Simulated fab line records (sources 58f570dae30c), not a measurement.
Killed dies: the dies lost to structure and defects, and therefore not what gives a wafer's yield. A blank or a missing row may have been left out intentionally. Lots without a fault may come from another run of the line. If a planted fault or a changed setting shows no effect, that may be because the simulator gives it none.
Which tool is to blame? | flow berkeley cmos170 | 16 lots, 48 wafers sampled, at 2 steps of a route of 331

WHAT EACH GAUGE READ, for each wafer
UCB170_PVT_OVL_MEAS_06. Usual: for PVT_OVL the level is 4 nm and the standard deviation is 5.3.
lot  | measured     | on         | PVT_OVL (nm) | flag
L893 | day 5 23:22  | overlay-01 | 1 2 5        |
L895 | day 6 12:11  | overlay-02 | 11 7 7       |
L894 | day 6 12:38  | overlay-02 | -2 -1 -2     |
L897 | day 6 20:42  | overlay-02 | -3 2 -10     |
L896 | day 6 20:59  | overlay-02 | 7 -4 -1      |
L899 | day 7 11:36  | overlay-01 | 13 7 4       |
L900 | day 7 11:50  | overlay-02 | -1 1 8       |
L898 | day 7 12:05  | overlay-02 | 2 3 9        |
L902 | day 7 20:47  | overlay-01 | 769 758 762  | OFF
L903 | day 7 21:09  | overlay-01 | 760 764 769  | OFF
L901 | day 8 01:01  | overlay-01 | 758 749 761  | OFF
L907 | day 8 11:07  | overlay-02 | 8 3 6        |
L904 | day 8 11:15  | overlay-01 | 766 757 754  | OFF
L909 | day 8 20:58  | overlay-01 | 6 -1 1       |
L912 | day 9 17:05  | overlay-02 | 5 14 7       |
L914 | day 10 01:29 | overlay-01 | 6 -3 7       |

WHAT TOOL EACH LOT RAN ON (gives the tool, then ch and the chambers of the sampled wafers, and finally the start)
lot  | UCB170_PVT_EXPOSE_03
L893 | krf scanner-02 ch 0, day 5 22:58
L895 | krf scanner-02 ch 0, day 6 11:28
L894 | krf scanner-02 ch 0, day 6 11:55
L897 | krf scanner-01 ch 0, day 6 20:14
L896 | krf scanner-01 ch 0, day 6 20:22
L899 | krf scanner-02 ch 0, day 7 11:04
L900 | krf scanner-01 ch 0, day 7 11:27
L898 | krf scanner-02 ch 0, day 7 11:41
L902 | krf scanner-01 ch 0, day 7 20:04
L903 | krf scanner-01 ch 0, day 7 20:14
L901 | krf scanner-01 ch 0, day 8 00:19
L907 | krf scanner-02 ch 0, day 8 10:07
L904 | krf scanner-01 ch 0, day 8 10:22
L909 | krf scanner-02 ch 0, day 8 19:53
L912 | krf scanner-02 ch 0, day 9 16:27
L914 | krf scanner-02 ch 0, day 10 00:53
- UCB170_PVT_EXPOSE_03: exposes mask NWELL, target cd 3000 nm.

AS READ BY THE TOOLS THEMSELVES (means over the sampled wafers that have a number; for cases with no such wafer, the mark the record gives instead)
The record holds no such reading with a usual standard deviation.

THE ANSWER, worked out from the rows above alone
Rule: a lot is off if the mean of its wafers that have a number lies more than 3 standard deviations from the usual mean. Also off: a lot with no number at a reading for which 4 or more lots have one. Where the step has rows for the other lots, those lots are counted as sound. After the gauges, taken in route order, come the tools' own readings; for these a lot's mean is taken, as printed above. At the first step where some lot is off, the reading lying furthest off is the one used; lots without a number count as furthest.
Off: at UCB170_PVT_OVL_MEAS_06 (PVT_OVL), L902, L903, L901, L904.
If a tool, at a process step before that reading, ran all the lots that are off and no sound lot after the first of them, it fits. Gauges at UCB170_PVT_OVL_MEAS_06: tried the same way as those tools. One candidate fits, namely krf scanner-01 at UCB170_PVT_EXPOSE_03. A fault onset in the window from L900 (day 7 11:27, its last sound lot) to L902 (day 7 20:04, its first lot off) fits.

WHAT THE SIMULATOR HAD PUT IN
Scanner matching overlay: krf scanner-01, from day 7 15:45 on, at UCB170_PVT_EXPOSE_03. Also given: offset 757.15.
Struck lots among those shown: L902, L903, L901, L904. This agrees with what the rule above found.
